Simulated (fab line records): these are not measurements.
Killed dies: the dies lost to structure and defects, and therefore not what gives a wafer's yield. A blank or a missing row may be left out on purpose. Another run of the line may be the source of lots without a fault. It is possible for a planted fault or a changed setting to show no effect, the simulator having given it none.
fab line records -- flow berkeley-cmos170
[record] lots = 13, wafers = 39, last-day = 12
route steps=331 shown CONTACT@217
lots that met no fault: from a run of the same line without faults
start-h: the number of hours between the record's first day and the start of the first shown wafer of the lot -- wait-h: time in hours since the lot's previous step -- " repeats the value in the row above -- L1.1+2: one row covering several wafers at once -- - either no value or no given start -- * or withheld: withheld -- < > ~ a bound
route shown NAME@n: names a module that has steps shown in the file, with the first one's number in the route -- usual: mean and standard deviation over wafers with no fault -- same: alike in all rows -- chamber/n: place in a boat -- sites: each site's reading -- _std_site: how widely they spread, as a standard deviation -- _edge_site: the outer-site mean with the inner-site mean subtracted -- radius-mm: how far each site lies from the wafer's centre -- mask NAME#n: copy n -- behind: tool/chamber where the wafer was last shaped -- hold: what put the lot on hold/how long, in hours/how the hold closed -- device: names the non-switching transistor (n, p or np) -- end of line: tests run on the same wafers once the route is complete -- step lacking rows: just its recipe -- killed: at the first sort, the dies lost to defects and structure; wafer yield is something else -- map: per-die view of a wafer (x killed, . not killed, _ where there is no die)
set.NAME: the run value of the setting; set.NAME@STEP: its run value at that earlier step -- model.NAME: the simulator's own value behind a step, which no gauge read
the route's steps for a sample of lots (tables are steps, rows are wafers)
services: a tool's chamber out of use, with start hour (start-h, from the record's first day; less than 0 if before it), hours out, and reason
[[steps]]
[step UCB170_CONTACT_CVD_01]
[recipe] material = PSG, target-thk-nm = 700, temp-c = 450, precursor = SiH4/O2/PH3, time-s = 2820, pressure-mtorr = 300, sih4-flow-sccm = 60, o2-flow-sccm = 90, ph3-flow-sccm = 25
lot.wafer,tool,chamber,start-h,wait-h
L973.1+4+6,lpcvd-02,0,177.06,0.0
L971.2+5+6,lpcvd-01,0,178.50,0.9
L972.1+3+4,lpcvd-01,1,178.50,0.9
L974.3+4+6,lpcvd-01,0,178.50,0.7
L975.2+4+6,lpcvd-01,1,182.76,0.0
L976.2+4+5,lpcvd-02,1,201.90,0.1
L981.3+4+6,lpcvd-01,0,216.54,0.0
L987.3+4+5,lpcvd-01,1,239.96,0.0
L986.1+4+6,lpcvd-02,0,240.15,0.0
L985.1+3+5,lpcvd-02,1,241.93,1.4
L991.3+4+6,lpcvd-02,0,267.08,1.0
L993.1+2+6,lpcvd-02,1,267.08,0.6
L994.1+3+5,lpcvd-02,1,273.11,0.0
[step UCB170_CONTACT_THK_MEAS_02]
[recipe] reads = PSG_of_CONTACT_CVD_01
[usual] CONTACT_PSG_THK = 702/6.8
lot.wafer,tool,chamber,start-h,wait-h,CONTACT_PSG_THK[nm]
L973.1,film-metro-02,-,179.74,0.0,684
L973.4,film-metro-02,-,179.74,0.0,688
L973.6,film-metro-02,-,179.74,0.0,685
L971.2,film-metro-02,-,181.19,0.0,696
L971.5,film-metro-02,-,181.19,0.0,697
L971.6,film-metro-02,-,181.19,0.0,695
L972.1,film-metro-02,-,181.24,0.1,696
L972.3,film-metro-02,-,181.24,0.1,699
L972.4,film-metro-02,-,181.24,0.1,697
L974.3,film-metro-02,-,181.32,0.1,703
L974.4,film-metro-02,-,181.32,0.1,708
L974.6,film-metro-02,-,181.32,0.1,696
L975.2,film-metro-02,-,185.45,0.0,710
L975.4,film-metro-02,-,185.45,0.0,710
L975.6,film-metro-02,-,185.45,0.0,703
L976.2,film-metro-02,-,203.70,0.0,700
L976.4,film-metro-02,-,203.70,0.0,699
L976.5,film-metro-02,-,203.70,0.0,701
L981.3,film-metro-02,-,218.35,0.0,755
L981.4,film-metro-02,-,218.35,0.0,753
L981.6,film-metro-02,-,218.35,0.0,752
L987.3,film-metro-01,-,241.76,0.0,754
L987.4,film-metro-01,-,241.76,0.0,757
L987.5,film-metro-01,-,241.76,0.0,754
L986.1,film-metro-04,-,241.93,0.0,699
L986.4,film-metro-04,-,241.93,0.0,707
L986.6,film-metro-04,-,241.93,0.0,701
L985.1,film-metro-02,-,243.71,0.0,695
L985.3,film-metro-02,-,243.71,0.0,699
L985.5,film-metro-02,-,243.71,0.0,694
L993.1,film-metro-04,-,269.76,0.0,712
L993.2,film-metro-04,-,269.76,0.0,704
L993.6,film-metro-04,-,269.76,0.0,705
L991.3,film-metro-02,-,269.78,0.0,700
L991.4,film-metro-02,-,269.78,0.0,707
L991.6,film-metro-02,-,269.78,0.0,705
L994.1,film-metro-04,-,274.90,0.0,704
L994.3,film-metro-04,-,274.90,0.0,706
L994.5,film-metro-04,-,274.90,0.0,700
[step UCB170_CONTACT_ETCH_18]
[recipe] chemistry = CHF3/CF4/Ar, target = PSG, stop-on = TiSi2, CHF3_flow_sccm = 45, cf4-flow-sccm = 15, Ar_flow_sccm = 150, pressure-mtorr = 200, rf-w = 700, target-depth-a = 8400, over-etch-frac = 0.2, time-s = 195
[usual] drypump-motor-current-A = 5.7/0.46, oes-product-au = 0.889/0.013, throttle-valve-pct = 6.90/0.12
lot.wafer,tool,chamber,start-h,wait-h,drypump-motor-current-A,oes-product-au,rf-hours-counter-h,throttle-valve-pct
L973.1,rie-diel-04,1,-,-,6.4,0.889,83,6.85
L973.4,rie-diel-04,2,-,-,5.6,0.879,16,6.80
L973.6,rie-diel-04,2,-,-,5.6,0.876,-,6.80
L971.2,rie-diel-03,3,-,-,5.0,0.886,33,7.08
L971.5,rie-diel-03,0,-,-,6.2,0.908,-,6.94
L971.6,rie-diel-03,3,-,-,5.0,0.891,-,7.09
L972.1,rie-diel-02,0,-,-,5.0,0.858,57,7.09
L972.3,rie-diel-02,1,-,-,5.6,0.881,91,6.84
L972.4,rie-diel-02,3,-,-,6.3,0.888,-,6.65
L974.3,rie-diel-04,3,-,-,5.6,0.877,116,6.84
L974.4,rie-diel-04,0,-,-,6.0,0.909,19,6.96
L974.6,rie-diel-04,2,-,-,5.6,0.886,-,6.79
L975.2,rie-diel-02,0,-,-,5.1,0.875,57,7.09
L975.4,rie-diel-02,1,-,-,5.6,0.887,-,6.82
L975.6,rie-diel-02,3,-,-,6.2,0.884,-,6.67
L976.2,rie-diel-04,0,-,-,6.0,0.906,21,6.95
L976.4,rie-diel-04,3,-,-,5.6,0.861,117,6.83
L976.5,rie-diel-04,2,-,-,5.6,0.895,-,6.80
L981.3,rie-diel-03,2,-,-,5.5,0.939,101,7.03
L981.4,rie-diel-03,3,-,-,5.0,0.930,-,7.09
L981.6,rie-diel-03,1,-,-,5.6,0.927,-,6.78
L987.3,rie-diel-04,3,-,-,5.6,0.913,119,6.84
L987.4,rie-diel-04,2,-,-,5.6,0.928,19,6.80
L987.5,rie-diel-04,2,-,-,5.6,0.916,-,6.80
L986.1,rie-diel-03,3,-,-,5.0,0.894,37,7.10
L986.4,rie-diel-03,2,-,-,5.5,0.902,-,7.02
L986.6,rie-diel-03,0,-,-,6.2,0.908,-,6.94
L985.1,rie-diel-02,1,-,-,5.6,0.875,95,6.84
L985.3,rie-diel-02,0,-,-,5.0,0.864,61,7.08
L985.5,rie-diel-02,1,-,-,5.6,0.870,-,6.84
L991.3,rie-diel-02,2,-,-,6.6,0.883,7,6.96
L991.4,rie-diel-02,1,-,-,5.5,0.885,96,6.83
L991.6,rie-diel-02,2,-,-,6.6,0.893,-,6.95
L993.1,rie-diel-03,2,-,-,5.5,0.900,105,7.03
L993.2,rie-diel-03,0,-,-,6.2,0.891,2,6.92
L993.6,rie-diel-03,3,-,-,5.0,0.901,-,7.08
L994.1,rie-diel-04,0,-,-,6.1,0.905,24,6.97
L994.3,rie-diel-04,2,-,-,5.6,0.891,20,6.80
L994.5,rie-diel-04,3,-,-,5.6,0.876,-,6.86
[[services]]
tool,chamber,start-h,hours,kind
rie-diel-03,3,169.51,9.2,repair
rie-diel-03,0,207.36,-,clean
rie-diel-03,0,207.36,25.1,scheduled-down
rie-diel-03,0,207.36,25.1,vent-cycle
rie-diel-02,3,224.27,23.5,repair
lpcvd-01,-,231.58,0.6,repair
rie-diel-03,1,240.39,8.1,repair
rie-diel-03,1,251.23,6.0,repair
rie-diel-04,-,257.22,4.3,pm
rie-diel-04,1,264.94,3.7,repair
[[key]]
[first-sign] step = UCB170_CONTACT_THK_MEAS_02, reading = CONTACT_PSG_THK, direction = up, sigmas = 7.5, usual = 702, struck = 754
[effect] step = UCB170_CONTACT_ETCH_18, reading = oes-product-au, direction = up, sigmas = 2.8, usual = 0.889, struck = 0.926
met-at UCB170_CONTACT_CVD_01
struck-lots L981,L987
tester-left-out L981,L987
onset-between 182.76 216.54
[fault] kind = process-parameter-drift, tool = lpcvd-01, chamber = -, onset-h = 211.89, steps = UCB170_CONTACT_CVD_01, channel = target-thk-nm, offset = 49.115, shape = step, end-h = 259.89, acts-in = these-recipes-only, stated = 700
// tester-left-out: of these lots the tester's yield and bins aren't shown, on N5 and GAA mostly nor the transistor test; their killed dies are dies lost to structure and defects alone, not to doping, threshold or leakage, so they don't give the yield
